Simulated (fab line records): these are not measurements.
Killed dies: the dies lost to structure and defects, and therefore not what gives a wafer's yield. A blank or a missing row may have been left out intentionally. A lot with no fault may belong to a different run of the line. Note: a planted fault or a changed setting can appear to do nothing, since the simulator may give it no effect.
Split-lot experiment	flow berkeley cmos170	5 lots, 23 wafers read, on a route of 331 steps

== THE SPLIT ==
At UCB170_FIELD_OXIDATION_01 (target thk 558.3 nm, ox time 7200 s), the setting ox time s was moved away from the recipe's 7200 s on 15 of the 23 wafers read, by -14.3% to +10.3%. This setting was run at the recipe's value on the other wafers.

== FROM THE SPLIT TO THE READING: what the file shows between them, 5 steps ==
- UCB170_FIELD_THK_MEAS_02
- UCB170_FIELD_ANNEAL_03: time 1200 s
- UCB170_FIELD_WET_ETCH_04: etches SiO2 in dHF, time 60 s
- UCB170_FIELD_WET_ETCH_05: etches Si3N4 in H3PO4, time 12600 s
- UCB170_FIELD_WET_ETCH_06: etches SiO2 in BOE, time 22 s

== THE READING ==
Values of FIELD_OXIDE_LEFT_1_THK in nm from UCB170_FIELD_THK_MEAS_90. A value of 435 nm with a standard deviation of 7.4 nm is what fault-free wafers of this fab line usually give.

wafer	tool, chamber at the split	ox time s as run, s	against the recipe	FIELD_OXIDE_LEFT_1_THK, nm	against lot-mates on the recipe
L074.1	-, -	6577	-8.7%	400	no lot-mate on the recipe
L074.2	-, -	6577	-8.7%	406	no lot-mate on the recipe
L074.4	-, -	6577	-8.7%	411	no lot-mate on the recipe
L074.5	-, -	6577	-8.7%	408	no lot-mate on the recipe
L074.6	-, -	6577	-8.7%	411	no lot-mate on the recipe
L076.1	furnace-01, 0	7200	recipe	433	-
L076.2	furnace-01, 0	7200	recipe	440	-
L076.4	furnace-01, 0	7200	recipe	439	-
L077.1	-, -	7944	+10.3%	473	no lot-mate on the recipe
L077.3	-, -	7944	+10.3%	462	no lot-mate on the recipe
L077.4	-, -	7944	+10.3%	472	no lot-mate on the recipe
L077.5	-, -	7944	+10.3%	464	no lot-mate on the recipe
L077.6	-, -	7944	+10.3%	468	no lot-mate on the recipe
L078.1	-, -	6172	-14.3%	374	no lot-mate on the recipe
L078.2	-, -	6172	-14.3%	387	no lot-mate on the recipe
L078.4	-, -	6172	-14.3%	374	no lot-mate on the recipe
L078.5	-, -	6172	-14.3%	385	no lot-mate on the recipe
L078.6	-, -	6172	-14.3%	378	no lot-mate on the recipe
L082.1	-, -	7200	recipe	426	-
L082.2	-, -	7200	recipe	440	-
L082.4	-, -	7200	recipe	435	-
L082.5	-, -	7200	recipe	436	-
L082.6	-, -	7200	recipe	424	-

THE FIT
A straight line over all 23 wafers: FIELD_OXIDE_LEFT_1_THK changes by +3.5 nm for each +1% of ox time s; r = +0.98; the points scatter about the line by 6 nm.
Too few moved wafers have a lot-mate on the recipe to fit a line with each lot's own level taken away.

== THE WHOLE CHAIN: every reading that the file lists as answering this split, in the file's order ==
step	what it does	reading	change (the file's fit)	r (the file's)
UCB170_FIELD_OXIDATION_01	target thk 558.3 nm, ox time 7200 s	SiO2_of_FIELD_OXIDATION_01.thk nm (the simulator's own value, which no gauge read)	+3.56 nm for each +1% of the setting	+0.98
UCB170_FIELD_THK_MEAS_02		FIELD_OXIDE_THK	+3.56 for each +1% of the setting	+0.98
UCB170_FIELD_WET_ETCH_04	etches SiO2 in dHF, time 60 s	SiO2_of_FIELD_OXIDATION_01.thk nm (the simulator's own value, which no gauge read)	+3.54 nm for each +1% of the setting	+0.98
UCB170_FIELD_THK_MEAS_90		FIELD_OXIDE_LEFT_1_THK	+3.51 for each +1% of the setting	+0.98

== FILE'S OWN FIT ==
FIELD_OXIDE_LEFT_1_THK changes by +3.51 nm for each +1% of ox time s, r = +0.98.
